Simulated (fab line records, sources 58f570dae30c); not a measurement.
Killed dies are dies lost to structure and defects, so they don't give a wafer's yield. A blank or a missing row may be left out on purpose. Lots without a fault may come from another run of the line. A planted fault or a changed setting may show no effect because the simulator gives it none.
fab line records | flow berkeley_cmos170
record lots=14 wafers=42 last_day=12
route steps=331 shown NVT@108 NSD@196 M3@311
lots that met no fault: from a run of the same line without faults
start_h: hours from the record's first day to the start of the lot's first wafer shown | wait_h: hours since the lot's step before | " the same as in the row above | L1.1+2: a row that stands for several wafers | - no value, or no start given | * or withheld: withheld | < > ~ a bound
route shown NAME@n: a module of which the file shows steps, and the number in the route of the first | usual: mean/standard deviation of fault-free wafers | same: alike in all rows | chamber/n: place in a boat | sites: the reading at each site | _std_site: their standard deviation | _edge_site: outer sites' mean less inner sites' | radius_mm: how far each site lies from the wafer's centre | mask NAME#n: copy n | behind: the tool/chamber that last shaped the wafer | hold: why the lot was held/for how many hours/how that ended | device: the transistor (n, p or np) that didn't switch | end of line: the same wafers' tests at the end of the route | a step without rows: its recipe alone | killed: dies lost to structure and defects at the first sort, not the wafer's yield | map: a wafer's dies, x killed, . not, _ none there
set.NAME: the setting as run; set.NAME@STEP: as run at that earlier step | model.NAME: the simulator's own value behind a step, which no gauge read
steps of the route over a sample of lots; a table a step, a row a wafer
services: from which hour (start_h, from the record's first day; less than 0 if before it) a tool's chamber was out of use, for how many hours, and why
## steps
# step UCB170_NVT_PEB_04
# recipe peb_temp_c=130 peb_time_s=withheld resist=KrF
# usual exhaust_pa=45.1/0.84 heater_power_total_W=56.80/0.045 plate_temp_C=129.97/0.13
# columns lot.wafer tool chamber start_h wait_h exhaust_pa heater_power_total_W plate_temp_C
L213.3 litho_track-04 0 113.55 0.3 44.5 56.84 129.87
L213.5 " 0 " " 44.9 56.79 130.05
L213.6 " 0 " " 44.7 56.74 129.98
L214.1 litho_track-03 0 120.75 0.2 45.6 56.86 130.06
L214.2 " 0 " " 45.2 56.74 129.95
L214.6 " 0 " " 45.6 56.72 129.95
L215.1 litho_track-04 0 120.91 0.2 44.9 56.76 129.99
L215.5 " 0 " " 45.6 56.86 129.96
L215.6 " 0 " " 44.5 56.86 130.03
L218.2 litho_track-03 0 129.38 0.6 45.4 56.77 129.99
L218.3 " 0 " " 44.0 56.78 130.06
L218.4 " 0 " " 45.5 56.79 130.01
L219.2 litho_track-04 0 137.06 0.1 45.4 56.81 130.00
L219.4 " 0 " " 45.1 56.78 130.07
L219.6 " 0 " " 46.4 56.87 130.03
L225.2 litho_track-03 0 163.16 0.6 45.3 56.79 129.92
L225.3 " 0 " " 47.0 56.82 130.01
L225.5 " 0 " " 47.2 56.82 129.93
L226.4 litho_track-03 0 172.06 0.1 45.9 61.05 137.09
L226.5 " 0 " " 45.4 61.10 136.99
L226.6 " 0 " " 43.8 61.05 137.11
L229.2 litho_track-03 0 183.27 0.4 44.3 60.99 137.28
L229.3 " 0 " " 44.4 61.13 137.35
L229.6 " 0 " " 46.4 61.02 137.38
L230.1 litho_track-02 0 197.59 0.3 45.0 56.78 129.97
L230.2 " 0 " " 45.5 56.78 129.98
L230.4 " 0 " " 45.5 56.83 130.02
L232.1 litho_track-02 0 199.00 0.1 45.1 56.79 129.59
L232.5 " 0 " " 44.6 56.81 129.79
L232.6 " 0 " " 44.9 56.84 129.81
L233.1 litho_track-02 0 199.27 0.1 46.0 56.84 130.30
L233.4 " 0 " " 44.3 56.75 130.14
L233.6 " 0 " " 45.0 56.75 130.04
L235.1 litho_track-02 0 207.50 0.3 45.8 56.77 130.16
L235.3 " 0 " " 46.4 56.78 129.94
L235.4 " 0 " " 46.5 56.85 130.07
L234.3 litho_track-04 0 207.66 0.2 46.0 56.79 130.05
L234.4 " 0 " " 44.3 56.78 130.06
L234.5 " 0 " " 45.6 56.69 130.12
L236.1 litho_track-04 0 215.79 0.3 44.1 56.76 129.90
L236.3 " 0 " " 44.1 56.79 129.90
L236.4 " 0 " " 44.3 56.76 130.06
# step UCB170_NVT_STRIP_08
# recipe chemistry=O2 power_w=400 pressure_mtorr=3500 platen_temp_c=withheld o2_flow_sccm=400 overash_fraction=0.5
# usual chamber_pressure_mTorr=3500/3.6 drypump_motor_current_A=5.78/0.23 oes_product_au=0.735/0.0047 strip_time_to_endpoint_s=21.66/0.069
# same overash_fraction=0.5
# columns lot.wafer tool chamber start_h wait_h chamber_pressure_mTorr drypump_motor_current_A oes_product_au rf_hours_counter_h strip_time_to_endpoint_s
L213.3 plasma_asher-03 0 114.00 0.1 3500 5.90 0.729 - 21.59
L213.5 " 0 " " 3508 5.92 0.739 - 21.58
L213.6 " 1 " " 3499 5.66 0.730 - 21.58
L214.1 plasma_asher-03 0 121.21 0.1 3499 5.94 0.739 40 21.54
L214.2 " 1 " " 3504 5.66 0.732 40 21.62
L214.6 " 0 " " 3496 5.92 0.730 - 21.52
L215.1 plasma_asher-04 0 121.37 0.1 3497 5.87 0.730 32 21.60
L215.5 " 1 " " 3501 6.11 0.737 - 21.62
L215.6 " 0 " " 3502 5.88 0.735 - 21.62
L218.2 plasma_asher-02 1 129.81 0.1 3494 5.81 0.737 1 21.74
L218.3 " 1 " " 3503 5.84 0.736 - 21.70
L218.4 " 0 " " 3502 5.40 0.738 - 21.74
L219.2 plasma_asher-03 1 137.50 0.1 3500 5.65 0.748 42 21.73
L219.4 " 0 " " 3496 5.90 0.733 - 21.75
L219.6 " 1 " " 3501 5.67 0.729 - 21.74
L225.2 plasma_asher-04 1 163.60 0.1 3504 6.13 0.745 38 21.73
L225.3 " 1 " " 3502 6.07 0.741 - 21.74
L225.5 " 1 " " 3497 6.07 0.731 - 21.78
L226.4 plasma_asher-02 1 172.48 0.1 3498 5.83 0.740 - 21.70
L226.5 " 0 " " 3499 5.39 0.735 - 21.65
L226.6 " 1 " " 3502 5.82 0.731 - 21.64
L229.2 plasma_asher-03 0 183.70 0.1 3507 5.94 0.735 45 21.72
L229.3 " 0 " " 3504 5.96 0.730 - 21.74
L229.6 " 0 " " 3498 5.92 0.738 - 21.77
L230.1 plasma_asher-04 1 198.05 0.1 3496 6.09 0.728 40 21.62
L230.2 " 0 " " 3499 5.88 0.741 40 21.64
L230.4 " 0 " " 3504 5.91 0.739 - 21.59
L232.1 plasma_asher-03 1 199.46 0.1 3495 5.65 0.734 47 21.70
L232.5 " 1 " " 3499 5.66 0.736 - 21.64
L232.6 " 0 " " 3494 5.93 0.738 - 21.69
L233.1 plasma_asher-04 0 199.73 0.1 3500 5.89 0.732 41 21.68
L233.4 " 1 " " 3502 6.15 0.739 - 21.67
L233.6 " 1 " " 3505 6.10 0.734 - 21.70
L235.1 plasma_asher-04 0 207.96 0.1 3495 5.92 0.730 41 21.70
L235.3 " 1 " " 3499 6.08 0.725 - 21.68
L235.4 " 0 " " 3502 5.88 0.728 - 21.72
L234.3 plasma_asher-03 0 208.11 0.1 3497 5.88 0.725 - 21.52
L234.4 " 1 " " 3508 5.66 0.734 - 21.54
L234.5 " 1 " " 3494 5.66 0.742 - 21.60
L236.1 plasma_asher-04 1 216.25 0.1 3500 6.08 0.732 43 21.89
L236.3 " 1 " " 3500 6.05 0.739 - 21.83
L236.4 " 0 " " 3504 5.91 0.737 - 21.85
# step UCB170_NSD_STRIP_09
# recipe chemistry=O2 power_w=400 pressure_mtorr=3500 platen_temp_c=withheld o2_flow_sccm=400 overash_fraction=0.5
# usual chamber_pressure_mTorr=3500/5.1 drypump_motor_current_A=5.78/0.23 oes_product_au=0.534/0.0044 strip_time_to_endpoint_s=35.84/0.11
# same overash_fraction=0.5
# columns lot.wafer tool chamber start_h wait_h chamber_pressure_mTorr drypump_motor_current_A oes_product_au rf_hours_counter_h strip_time_to_endpoint_s
L213.3 plasma_asher-01 0 144.45 0.1 3500 5.56 0.538 - 35.82
L213.5 " 0 " " 3498 5.57 0.527 - 35.85
L213.6 " 1 " " 3498 5.44 0.537 - 35.88
L215.1 plasma_asher-04 1 144.51 0.1 3501 6.08 0.542 35 35.91
L215.5 " 0 " " 3508 5.87 0.541 - 35.95
L215.6 " 1 " " 3504 6.09 0.533 - 36.00
L214.1 plasma_asher-03 1 144.69 0.1 3500 5.66 0.532 43 35.63
L214.2 " 0 " " 3499 5.90 0.538 43 35.79
L214.6 " 0 " " 3507 5.87 0.531 - 35.70
L218.2 plasma_asher-01 0 156.88 0.1 3496 5.56 0.529 46 36.07
L218.3 " 0 " " 3505 5.56 0.541 - 35.98
L218.4 " 1 " " 3495 5.42 0.538 - 35.93
L219.2 plasma_asher-04 0 165.57 0.1 3498 5.88 0.534 38 35.80
L219.4 " 0 " " 3547 5.87 0.525 - 35.84
L219.6 " 1 " " 3502 6.13 0.533 - 35.79
L225.2 plasma_asher-03 0 189.28 0.1 3505 5.91 0.534 46 35.94
L225.3 " 0 " " 3504 5.94 0.538 - 35.93
L225.5 " 0 " " 3492 5.90 0.526 - 35.82
L226.4 plasma_asher-04 0 201.09 0.1 3497 5.86 0.540 - 35.98
L226.5 " 0 " " 3500 5.88 0.534 - 36.03
L226.6 " 1 " " 3500 6.12 0.536 - 35.93
L229.2 plasma_asher-01 1 208.36 0.1 3497 5.44 0.533 53 35.78
L229.3 " 0 " " 3500 5.55 0.535 - 35.82
L229.6 " 0 " " 3503 5.55 0.533 - 35.74
L230.1 plasma_asher-01 0 225.14 0.1 3504 5.57 0.536 55 35.81
L230.2 " 1 " " 3498 5.44 0.532 55 35.83
L230.4 " 1 " " 3503 5.41 0.542 - 35.78
L232.1 plasma_asher-04 0 230.62 0.1 3494 5.93 0.529 44 35.87
L232.5 " 1 " " 3501 6.13 0.538 - 35.94
L232.6 " 0 " " 3498 5.90 0.531 - 35.81
L233.1 plasma_asher-03 0 230.81 0.1 3497 5.87 0.537 51 35.65
L233.4 " 1 " " 3504 5.66 0.535 - 35.70
L233.6 " 0 " " 3503 5.89 0.534 - 35.73
L235.1 plasma_asher-03 1 233.05 0.1 3500 5.66 0.538 51 35.81
L235.3 " 0 " " 3497 5.88 0.538 - 35.87
L235.4 " 1 " " 3501 5.65 0.536 - 35.84
L234.3 plasma_asher-04 0 233.46 0.1 3503 5.88 0.531 - 35.76
L234.4 " 1 " " 3500 6.10 0.529 - 35.72
L234.5 " 0 " " 3500 5.88 0.535 - 35.78
L236.1 plasma_asher-04 1 243.42 0.1 3505 6.10 0.537 46 35.89
L236.3 " 1 " " 3497 6.10 0.539 - 35.82
L236.4 " 0 " " 3501 5.87 0.538 - 35.87
# step UCB170_M3_RS_MEAS_02
# recipe thk_meas_gauge=four-point-probe reads=Al_of_M3_SPUTTER_01
# usual M3_AL_RS=0.0321/0.00044
# columns lot.wafer tool chamber start_h wait_h M3_AL_RS[ohm/sq]
L213.3 film_metro-02 - 164.73 0.1 0.0324
L213.5 " - " " 0.0325
L213.6 " - " " 0.0323
L215.1 film_metro-03 - 165.29 0.0 0.0328
L215.5 " - " " 0.0324
L215.6 " - " " 0.0325
L214.1 film_metro-04 - 165.41 0.0 0.0316
L214.2 " - " " 0.0322
L214.6 " - " " 0.0322
L218.2 film_metro-02 - 181.87 0.1 0.0324
L218.3 " - " " 0.0318
L218.4 " - " " 0.0326
L219.2 film_metro-02 - 191.77 0.1 0.0330
L219.4 " - " " 0.0324
L219.6 " - " " 0.0327
L225.2 film_metro-04 - 213.56 0.1 0.0321
L225.3 " - " " 0.0324
L225.5 " - " " 0.0321
L226.4 film_metro-04 - 225.30 0.1 0.0318
L226.5 " - " " 0.0316
L226.6 " - " " 0.0320
L229.2 film_metro-04 - 235.74 0.1 0.0313
L229.3 " - " " 0.0317
L229.6 " - " " 0.0322
L230.1 film_metro-02 - 246.74 0.0 0.0323
L230.2 " - " " 0.0321
L230.4 " - " " 0.0319
L233.1 film_metro-03 - 257.62 0.0 0.0331
L233.4 " - " " 0.0322
L233.6 " - " " 0.0323
L234.3 film_metro-03 - 258.42 0.1 0.0326
L234.4 " - " " 0.0330
L234.5 " - " " 0.0327
L235.1 film_metro-02 - 258.55 0.0 0.0318
L235.3 " - " " 0.0325
L235.4 " - " " 0.0325
L232.1 film_metro-04 - 258.73 0.0 0.0313
L232.5 " - " " 0.0320
L232.6 " - " " 0.0318
L236.1 film_metro-03 - 273.13 0.0 0.0321
L236.3 " - " " 0.0314
L236.4 " - " " 0.0317
## services
# columns tool chamber start_h hours kind
plasma_asher-01 - 94.68 2.2 repair
plasma_asher-02 - 108.75 9.0 pm
plasma_asher-02 0 108.75 9.0 vent_cycle
plasma_asher-02 1 108.75 9.0 vent_cycle
plasma_asher-02 0 117.75 - clean
plasma_asher-02 1 117.75 - clean
plasma_asher-02 - 146.21 1.0 repair
plasma_asher-03 - 152.96 14.6 pm
plasma_asher-01 - 165.95 0.4 repair
plasma_asher-04 - 166.36 14.6 pm
litho_track-03 - 188.40 - consumable_replace:filter
plasma_asher-01 - 228.80 5.0 repair
## key
first_sign step=UCB170_NVT_PEB_04 reading=heater_power_total_W direction=up sigmas=94 usual=56.80 struck=61.06
effect step=UCB170_NVT_PEB_04 reading=plate_temp_C direction=up sigmas=54 usual=* struck=*
met_at UCB170_NVT_PEB_04
struck_lots L226,L229
tester_left_out L226,L229
not_acting_at UCB170_NVT_STRIP_08,UCB170_NSD_STRIP_09,UCB170_M3_RS_MEAS_02
onset_between 163.16 172.06
fault kind=process_parameter_drift tool=litho_track-03 chamber=- onset_h=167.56 steps=UCB170_NVT_PEB_04 channel=peb_temp_c offset=* shape=step end_h=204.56 acts_in=* stated=*
# tester_left_out: of these lots the tester's yield and bins aren't shown, on N5 and GAA mostly nor the transistor test; their killed dies are dies lost to structure and defects alone, not to doping, threshold or leakage, so they don't give the yield
